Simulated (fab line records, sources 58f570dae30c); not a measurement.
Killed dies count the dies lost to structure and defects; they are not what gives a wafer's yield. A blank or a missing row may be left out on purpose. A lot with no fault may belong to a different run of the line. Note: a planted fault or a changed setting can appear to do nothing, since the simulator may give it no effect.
Comparing a struck lot with a sound one || flow berkeleyCmos170 || 31 steps out of a route of 331
Sound: these wafers, L170.1, L170.3, L170.5. Wafers struck: L173.1, L173.2, L173.6. The cause comes at the end.
For every step that has rows: the tool of each side, followed by ch and its chambers, followed by its first start. Under that, the readings that differ: sound wafers || struck wafers || difference of the means || sigmas: that difference in standard deviations of wafers without a fault.
alike: readings whose means differ by less than 2 such deviations, and words and numbers that are the same on both sides. not compared: withheld readings, readings that some wafer has no value for, bounds like >300 that may hide the same value, and numbers for which the record gives no deviation and whose values overlap.
A row with sigmas, a row that says differs or no value, or rows on one side alone: a step with any of these is where the two part. Non-overlapping numbers with no deviation appear without sigmas and do not part them. A reading that every wafer of one side lacks parts them only if that side has two wafers or more.

first, 1 step without rows for these wafers: UCB170_SDANNEAL_RTA_01 (time 5 s).
UCB170_SDANNEAL_RS_MEAS_02: measurement is done with a four-point probe.
  struck on filmMetro-04, day 7 09:28; sound on filmMetro-04, day 6 21:00
{"reading": "PSD_RS (ohm/sq)", "sound": "75.76 76.10 76.08", "struck": "75.35 75.22 75.52", "difference": -0.62, "sigmas": -2}
UCB170_SDANNEAL_RS_MEAS_03: measurement is done with a four-point probe.
  struck on filmMetro-04, day 7 09:35; sound on filmMetro-04, day 6 21:07
  alike: NSD_RS
UCB170_SDANNEAL_RS_MEAS_04: measurement is done with a four-point probe.
  struck on filmMetro-04, day 7 09:43; sound on filmMetro-04, day 6 21:14
  alike: PLDD_RS
UCB170_SDANNEAL_RS_MEAS_05: measurement is done with a four-point probe.
  struck on filmMetro-04, day 7 09:50; sound on filmMetro-04, day 6 21:22
  alike: NLDD_RS
then, 1 step without rows for these wafers: UCB170_SILICIDE_PRE_CLEAN_00 (preclean etch time 60 s).
UCB170_SILICIDE_SPUTTER_01: material Ti, target thk 30 nm, time 25 s.
  struck on pvdSputter-04, day 7 10:01; sound on pvdSputter-02, day 6 21:33
  alike: throttleValvePct
UCB170_SILICIDE_RS_MEAS_02: measurement is done with a four-point probe.
  struck on filmMetro-04, day 7 10:03; sound on filmMetro-01, day 6 21:35
  alike: SILICIDE_TI_RS
UCB170_SILICIDE_THK_MEAS_03: measures by xrf.
  struck on filmMetro-04, day 7 10:10; sound on filmMetro-01, day 6 21:42
  alike: SILICIDE_TI_THK
UCB170_SILICIDE_RTA_04: time 15 s.
  sound on rtpAnneal-01 ch 0, day 6 21:46; struck on rtpAnneal-01 ch 0, day 7 10:14
  alike: lampPowerPct, wafer_temp_C_max
then, 2 steps without rows for these wafers: UCB170_SILICIDE_WET_ETCH_05 (etches Ti in SPM, time 45 s); UCB170_CONTACT_CLEAN_00 (cleans in SPM, time 600 s).
UCB170_CONTACT_CVD_01: deposits PSG from SiH4/O2/PH3, target thk 700 nm, time 2820 s.
  sound on lpcvd-02 ch 0, day 7 00:26; struck on lpcvd-02 ch 0, day 7 13:17
UCB170_CONTACT_THK_MEAS_02:
  struck on filmMetro-01, day 7 15:07; sound on filmMetro-01, day 7 03:06
{"reading": "CONTACT_PSG_THK (nm)", "sound": "699 705 696", "struck": "1409 1398 1400", "difference": "+702", "sigmas": "+89"}
then, 5 steps without rows for these wafers: UCB170_CONTACT_HMDS_03 (prime time 60 s); UCB170_CONTACT_COAT_04 (resist thk 900 nm); UCB170_CONTACT_SOFTBAKE_05 (time 60 s); UCB170_CONTACT_STRIP_06 (strips in O2); UCB170_CONTACT_CLEAN_07 (cleans in SPM, time 600 s).
UCB170_CONTACT_RTA_08: time 10 s.
  sound on rtpAnneal-01 ch 0, day 7 05:33; struck on rtpAnneal-01 ch 0, day 7 15:58
  alike: lampPowerPct, wafer_temp_C_max
then, 6 steps without rows for these wafers: UCB170_CONTACT_COAT_09; UCB170_CONTACT_COAT_10 (resist thk 900 nm); UCB170_CONTACT_SOFTBAKE_11 (time 60 s); UCB170_CONTACT_EXPOSE_12 (exposes mask CONT, target cd 700 nm); UCB170_CONTACT_PEB_13; UCB170_CONTACT_DEVELOP_14 (develop time 45 s).
UCB170_CONTACT_CD_MEAS_15 targets a cd of 700 nm.
  struck on cdSem-01, day 7 17:16; sound on cdSem-02, day 7 07:46
  alike: cdNm
UCB170_CONTACT_OVL_MEAS_16:
  struck on overlay-02, day 7 17:23; sound on overlay-01, day 7 07:53
  alike: CONTACT_OVL
UCB170_CONTACT_ETCH_17: etches BARC in N2/H2.
  sound on rieDiel-02 ch 1,3, day 7 07:55; struck on rieDiel-02 ch 2,3, day 7 17:26
  alike: drypumpMotorCurrentA, oesProductAu, throttleValvePct
UCB170_CONTACT_ETCH_18: etches PSG in CHF3/CF4/Ar, stops on TiSi2, target depth 840 nm, time 195 s.
  sound: rieDiel-02 ch 1,3; struck: rieDiel-02 ch 2,3
{"reading": "oesProductAu (a.u.)", "sound": "0.888 0.888 0.887", "struck": "1.027 0.990 0.997", "difference": "+0.117", "sigmas": "+7"}
{"reading": "model.CONTACT.featureDepthNm (nm)", "sound": "699.3 704.5 696.2", "struck": "837.2 846 848.7", "difference": "+144.0", "sigmas": ""}
{"reading": "model.etch.depthNm (nm)", "sound": "699.3 704.5 696.2", "struck": "837.2 846 848.7", "difference": "+144.0", "sigmas": ""}
  alike: drypumpMotorCurrentA, throttleValvePct
  not compared: rfHoursCounterH
UCB170_CONTACT_STRIP_19: strips in O2.
  sound on plasmaAsher-02 ch 0,1, day 7 08:05; struck on plasmaAsher-03 ch 0,1, day 7 17:36
  alike: drypumpMotorCurrentA, oesProductAu
  not compared: rfHoursCounterH

== WHERE THEY PART ==
At UCB170_SDANNEAL_RS_MEAS_02 first; at UCB170_CONTACT_ETCH_18 last (within this record only). Later steps at which nothing parts them and some readings are alike: UCB170_CONTACT_STRIP_19.

WHY: what the simulator had put in
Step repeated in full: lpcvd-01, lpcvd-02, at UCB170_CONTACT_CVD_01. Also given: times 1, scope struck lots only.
